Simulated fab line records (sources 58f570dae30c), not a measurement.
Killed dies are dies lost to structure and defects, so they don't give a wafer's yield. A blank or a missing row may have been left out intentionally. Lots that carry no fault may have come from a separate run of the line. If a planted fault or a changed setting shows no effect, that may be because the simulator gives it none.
One fault through the eyes of 2 desks    flow berkeley cmos170    numbers are kept per desk, each desk with only its own; the story behind them comes last

== FOR THE TOOL OWNER'S DESK: pecvd-04 ==
The tool's own readings at UCB170_V2_CVD_00 (deposits SiO2 from TEOS/O2, target thk 2000 nm, time 250 s): means of the sampled wafers that have a number, for each lot that ran on this tool. Any lot whose mean is over 4 standard deviations away from the usual mean is out of limits and marked OUT; that distance is given in the brackets.
Columns: A = heater power w at UCB170_V2_CVD_00, usual 248 W
lot   first seen here  A
L394  day 8 21:32      201
L397  day 9 09:10      231
L395  day 9 11:41      277
L404  day 10 20:56     168
Finding of this desk: none of the 4 lots has anything out of limits.

== THE METROLOGY DESK ==
Lot by lot, what the gauges showed, no matter which tool ran the lot: averages of those sampled wafers that carry a number. Any lot whose mean is over 4 standard deviations away from the usual mean is out of limits and marked OUT; that distance is given in the brackets.
Columns: A = V1_OVL at UCB170_V1_OVL_MEAS_13, usual -3 nm; B = M2_AL_THK at UCB170_M2_THK_MEAS_03, usual 905 nm; C = V2_TEOS_THK at UCB170_V2_THK_MEAS_01, usual 1988 nm; D = V2_POLISHED_THK at UCB170_V2_THK_MEAS_04, usual 1000.1 nm
lot   first seen here  A    B    C                D
L394  day 8 18:35      -5   903  1995             998.3
L397  day 9 05:53      -2   903  1963             1001.0
L398  day 9 06:44      -5   901  1972             1000.9
L396  day 9 07:47      7    920  1957             998.6
L395  day 9 07:52      -6   891  1733 (-10) OUT   738.6 (-99 or more) OUT
L403  day 10 17:39     -1   903  2007             1000.3
L404  day 10 17:56     -0   911  1743 (-9.8) OUT  740.9 (-99 or more) OUT
L406  day 11 05:40     -2   908  1977             999.4
L409  day 11 19:57     -11  885  1980             1000.9
L410  day 12 07:23     -9   901  1993             1000.7
L413  day 13 04:17     4    911  2020             999.0
L416  day 13 14:05     1    914  1982             999.6
L415  day 13 16:01     0    918  2021             1000.3
L417  day 14 02:38     -5   898  1967             999.9
This desk's result: L395, L404 out of limits, first on L395 (V2_TEOS_THK at UCB170_V2_THK_MEAS_01), day 9 11:50. L394, L397, L398, L396, L403, L406, L409, L410, L413, L416, L415, L417: within limits.

== TAKEN TOGETHER ==
The metrology desk could have raised an alarm at day 9 11:50, on L395, L404.
The desk of the tool owner found nothing out of limits.
The tool owner's desk has L395, L404 on record, within its limits.
On pecvd-04, each named lot ran UCB170_V2_CVD_00.

== WHAT HAD BEEN PUT IN BY THE SIMULATOR ==
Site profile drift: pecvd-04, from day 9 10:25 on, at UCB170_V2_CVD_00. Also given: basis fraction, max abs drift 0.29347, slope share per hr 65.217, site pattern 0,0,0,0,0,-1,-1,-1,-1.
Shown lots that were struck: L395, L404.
Per desk, hours elapsed from the start of the fault to the first reading out of limits: for the metrology desk, 1.
